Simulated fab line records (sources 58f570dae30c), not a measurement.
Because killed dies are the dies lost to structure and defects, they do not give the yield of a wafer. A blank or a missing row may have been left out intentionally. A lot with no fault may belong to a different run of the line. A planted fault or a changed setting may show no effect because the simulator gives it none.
Which tool is to blame? ; flow berkeley_cmos170 ; Sampling: 14 lots, 42 wafers, 4 of 331 route steps

== WHAT THE GAUGES READ, wafer by wafer ==
UCB170_NSD_TW_MEAS_10. Usual: for NSD_TW the level is 4213 and the standard deviation is 25.
lot;measured;on;NSD_TW;flag
L810;day 7 19:52;film_metro-01;4173 4166 4179;
L809;day 7 20:22;film_metro-01;4214 4194 4196;
L811;day 8 08:59;film_metro-01;4196 4236 4217;
L812;day 8 09:16;film_metro-02;4277 4256 4256;
L814;day 8 19:03;film_metro-03;4203 4196 4196;
L815;day 8 19:36;film_metro-02;4266 4264 4244;
L818;day 9 18:53;film_metro-01;4196 4194 4200;
L816;day 9 18:59;film_metro-03;4215 4190 4196;
L823;day 10 19:44;film_metro-01;4184 4206 4199;
L824;day 11 03:47;film_metro-01;4213 4202 4196;
L829;day 12 04:05;film_metro-02;4241 4240 4235;
L831;day 12 14:19;film_metro-03;4195 4202 4215;
L830;day 12 14:40;film_metro-02;4227 4253 4264;
L832;day 12 23:04;film_metro-02;4260 4245 4252;

UCB170_M1_CD_MEAS_90: the cd target is 700 nm. Usual: cd_nm at 700.4 nm, with a standard deviation of 2.3.
lot;measured;on;cd_nm (nm);flag
L810;day 8 05:27;cd_sem-02;698.8 698.3 698.7;
L809;day 8 05:44;cd_sem-02;699.2 702.9 698.0;
L811;day 8 18:35;cd_sem-01;700.2 699.7 700.4;
L812;day 8 20:09;cd_sem-01;700.5 700.7 702.9;
L814;day 9 04:22;cd_sem-01;703.1 700.2 702.1;
L815;day 9 05:28;cd_sem-01;697.0 698.4 697.0;
L818;day 10 03:34;cd_sem-01;697.8 700.4 699.5;
L816;day 10 04:59;cd_sem-01;696.6 699.7 696.4;
L823;day 11 05:01;cd_sem-01;699.5 698.3 699.6;
L824;day 11 14:20;cd_sem-02;700.0 697.2 697.3;
L829;day 12 14:48;cd_sem-02;702.0 703.4 699.3;
L831;day 13 01:25;cd_sem-01;699.7 698.8 700.4;
L830;day 13 00:55;cd_sem-02;700.6 698.0 699.1;
L832;day 13 07:34;cd_sem-01;705.1 703.9 706.2;

== EACH LOT AND THE TOOL THAT RAN IT (in order: tool; ch and the chambers of the sampled wafers; start) ==
lot;UCB170_M1_DEVELOP_08;UCB170_M1_METAL_ETCH_12
L810;litho_track-03 ch 0, day 8 04:00;rie_metal-04 ch 0,1, day 8 05:13
L809;litho_track-01 ch 0, day 8 05:00;rie_metal-03 ch 0,1, day 8 05:24
L811;litho_track-03 ch 0, day 8 18:00;rie_metal-01 ch 0, day 8 18:20
L812;litho_track-03 ch 0, day 8 19:00;rie_metal-03 ch 0,1, day 8 19:50
L814;litho_track-02 ch 0, day 9 03:00;rie_metal-03 ch 0,1, day 9 04:08
L815;litho_track-01 ch 0, day 9 04:00;rie_metal-04 ch 1, day 9 05:00
L818;litho_track-03 ch 0, day 10 03:00;rie_metal-01 ch 0,1, day 10 03:20
L816;litho_track-02 ch 0, day 10 04:00;rie_metal-04 ch 0,1, day 10 04:44
L823;litho_track-01 ch 0, day 11 04:00;rie_metal-01 ch 0,1, day 11 04:44
L824;litho_track-02 ch 0, day 11 13:00;rie_metal-01 ch 0,1, day 11 14:04
L829;litho_track-02 ch 0, day 12 14:00;rie_metal-03 ch 0,1, day 12 14:33
L831;litho_track-03 ch 0, day 13 00:00;rie_metal-04 ch 0,1, day 13 01:11
L830;litho_track-02 ch 0, day 13 00:00;rie_metal-01 ch 0,1, day 13 00:41
L832;litho_track-02 ch 0, day 13 07:00;rie_metal-03 ch 0,1, day 13 07:19
- UCB170_M1_DEVELOP_08: develop time 45 s.
- UCB170_M1_METAL_ETCH_12: etches Al in Cl2/BCl3, stops on PSG, target depth 780 nm, time 130 s.

== AS READ BY THE TOOLS THEMSELVES (means over the sampled wafers that have a number; for cases with no such wafer, the mark the record gives instead) ==
UCB170_M1_DEVELOP_08. Usual: developer_temp_C at 21.02 C, with a standard deviation of 0.12.
lot;tool;developer_temp_C (C);flag
L810;litho_track-03;20.99;
L809;litho_track-01;21.02;
L811;litho_track-03;20.95;
L812;litho_track-03;20.21;OFF
L814;litho_track-02;20.91;
L815;litho_track-01;20.88;
L818;litho_track-03;20.19;OFF
L816;litho_track-02;21.02;
L823;litho_track-01;21.19;
L824;litho_track-02;21.01;
L829;litho_track-02;20.91;
L831;litho_track-03;20.89;
L830;litho_track-02;20.93;
L832;litho_track-02;21.16;

UCB170_M1_METAL_ETCH_12. Usual: bcl3_flow_sccm 44.99 sccm, standard deviation 0.12; drypump_motor_current_A 5.5 A, standard deviation 0.58; oes_product_au 0.851 a.u., standard deviation 0.016; throttle_valve_pct 24.43 %, standard deviation 0.072.
lot;tool;bcl3_flow_sccm (sccm);drypump_motor_current_A (A);oes_product_au (a.u.);throttle_valve_pct (%);flag
L810;rie_metal-04;45.06;5.5;0.830;24.39;
L809;rie_metal-03;45.01;5.5;0.846;24.48;
L811;rie_metal-01;45.03;5.6;0.867;24.42;
L812;rie_metal-03;45.00;5.5;0.845;24.48;
L814;rie_metal-03;45.03;5.5;0.863;24.48;
L815;rie_metal-04;44.82;5.5;0.827;24.40;
L818;rie_metal-01;45.04;5.4;0.868;24.38;
L816;rie_metal-04;44.95;5.4;0.837;24.41;
L823;rie_metal-01;44.96;5.3;0.849;24.35;
L824;rie_metal-01;45.03;5.4;0.861;24.37;
L829;rie_metal-03;44.92;5.5;0.849;24.49;
L831;rie_metal-04;44.85;5.5;0.859;24.44;
L830;rie_metal-01;45.06;5.4;0.864;24.39;
L832;rie_metal-03;45.04;6.0;0.843;24.51;

== THE ANSWER, worked out from the rows above alone ==
Rule: a lot is off if the mean of its wafers that have a number lies more than 3 standard deviations from the usual mean. A lot without any number at a reading at which 4 lots or more have one is off too. Where the step has rows for the other lots, those lots are counted as sound. First the gauges in route order, then the tools' own readings, where a lot's mean is used as printed above. The first step at which some lot is off is used, and at that step the reading that is off furthest; a lot without a number counts as furthest.
Off: L812, L818, at UCB170_M1_DEVELOP_08 (developer_temp_C).
A tool fits if, at that step or a process step before it, it ran every lot that is off, and no sound lot after the first of them. None of those tried fits.

== WHAT THE SIMULATOR HAD INSERTED ==
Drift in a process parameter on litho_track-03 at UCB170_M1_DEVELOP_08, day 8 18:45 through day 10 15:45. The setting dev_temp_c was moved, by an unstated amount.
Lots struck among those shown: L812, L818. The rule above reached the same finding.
